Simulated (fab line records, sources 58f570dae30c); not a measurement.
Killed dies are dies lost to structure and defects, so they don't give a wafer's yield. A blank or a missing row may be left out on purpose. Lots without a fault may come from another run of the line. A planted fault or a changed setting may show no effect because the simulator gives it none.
Split-lot experiment | flow berkeley_cmos170 | 5 lots, 23 wafers read, on a route of 331 steps

THE SPLIT
At UCB170_M1_PEB_07, the setting peb_temp_c was moved away from the recipe's 130 C on 6 of the 23 wafers read, by -2.6% to +2.6%. The other wafers ran this setting at the recipe's value.

FROM THE SPLIT TO THE READING: what the file shows between them, 5 steps
- UCB170_M1_DEVELOP_08: develop time 45 s
- UCB170_M1_CD_MEAS_09: target cd 700 nm
- UCB170_M1_ETCH_11: etches BARC in N2/H2
- UCB170_M1_METAL_ETCH_12: etches Al in Cl2/BCl3, stops on PSG, target depth 780 nm, time 130 s
- UCB170_M1_STRIP_13: strips in O2

THE READING
cd_nm, in nm, at UCB170_M1_CD_MEAS_90 (target cd 700 nm). Fault-free wafers of this fab line usually give 700.5 nm, standard deviation 2.7 nm.

wafer  | tool, chamber at the split | peb_temp_c as run, C | against the recipe | cd_nm, nm | against lot-mates on the recipe
L074.1 | litho_track-03, 0          | 130                  | recipe             | 701.4     | -
L074.2 | litho_track-03, 0          | 130                  | recipe             | 704.2     | -
L074.4 | litho_track-03, 0          | 130                  | recipe             | 701.3     | -
L074.5 | litho_track-03, 0          | 130                  | recipe             | 701.3     | -
L074.6 | litho_track-03, 0          | 130                  | recipe             | 702.8     | -
L076.1 | litho_track-03, 0          | 133.4                | +2.6%              | 685.8     | -16.7
L076.3 | litho_track-03, 0          | 133.4                | +2.6%              | 686.0     | -16.5
L076.4 | litho_track-03, 0          | 130                  | recipe             | 703.1     | -
L076.5 | litho_track-03, 0          | 130                  | recipe             | 700.5     | -
L076.6 | litho_track-03, 0          | 130                  | recipe             | 703.9     | -
L080.1 | litho_track-03, 0          | 130                  | recipe             | 699.6     | -
L080.2 | litho_track-03, 0          | 126.8                | -2.5%              | 721.2     | +22.2
L080.3 | litho_track-03, 0          | 126.8                | -2.5%              | 722.7     | +23.7
L080.5 | litho_track-03, 0          | 130                  | recipe             | 699.9     | -
L080.6 | litho_track-03, 0          | 130                  | recipe             | 697.5     | -
L081.1 | litho_track-02, 0          | 130                  | recipe             | 705.1     | -
L081.2 | litho_track-02, 0          | 130                  | recipe             | 701.6     | -
L081.3 | litho_track-02, 0          | 130                  | recipe             | 705.5     | -
L081.4 | litho_track-02, 0          | 126.6                | -2.6%              | 730.0     | +25.9
L081.5 | litho_track-02, 0          | 126.6                | -2.6%              | 729.0     | +24.9
L084.3 | litho_track-01, 0          | 130                  | recipe             | 699.6     | -
L084.5 | litho_track-01, 0          | 130                  | recipe             | 701.0     | -
L084.6 | litho_track-01, 0          | 130                  | recipe             | 697.8     | -

THE FIT
A straight line over all 23 wafers: cd_nm changes by -8.19 nm for each +1% of peb_temp_c; r = -0.96; the points scatter about the line by 3.2 nm.
The same after taking each lot's own level away (the mean of its wafers on the recipe; 23 wafers): -8.31 nm for each +1%; r = -0.98; scatter 2.2 nm.
On that fit, the largest move of peb_temp_c shifts the reading by 22 nm.
The lots' own levels span 699.00 to 704.07 nm, that is 1.9 times the standard deviation above.
So the lot-to-lot level changes the slope little: the two slopes agree.
Check: with one of the wafers moved furthest among these (+2.6%) left out of the fit, the line predicts -22.1 nm for it against its lot-mates. It came out at -16.7 nm against them.

OTHER SPLITS ON THESE WAFERS
These wafers also went through other splits before the reading. Each is held against what the fit with the lots' levels taken away leaves over:
other split on the same wafers     | wafers away from the commonest value | r with cd_nm (lot level and that fit taken away)
UCB170_SILICIDE_SPUTTER_01 power_w | 11                                   | -0.16
UCB170_CONTACT_PEB_13 peb_temp_c   | 9                                    | -0.09
UCB170_M1_SPUTTER_00 power_w       | 10                                   | -0.04

THE WHOLE CHAIN: every reading that the file lists as answering this split, in the file's order
step                    | what it does                                                         | reading                                                   | change (the file's fit)              | r (the file's)
UCB170_M1_CD_MEAS_09    | target cd 700 nm                                                     | cd_nm                                                     | -8.81 nm for each +1% of the setting | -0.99
UCB170_M1_ETCH_11       | etches BARC in N2/H2                                                 | M1.cd_nm (the simulator's own value, which no gauge read) | -8.93 nm for each +1% of the setting | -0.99
UCB170_M1_METAL_ETCH_12 | etches Al in Cl2/BCl3, stops on PSG, target depth 780 nm, time 130 s | M1.cd_nm (the simulator's own value, which no gauge read) | -8.46 nm for each +1% of the setting | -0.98
UCB170_M1_CD_MEAS_90    | target cd 700 nm                                                     | cd_nm                                                     | -8.43 nm for each +1% of the setting | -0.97

THE FILE'S OWN FIT
cd_nm changes by -8.43 nm for each +1% of peb_temp_c, r = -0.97.
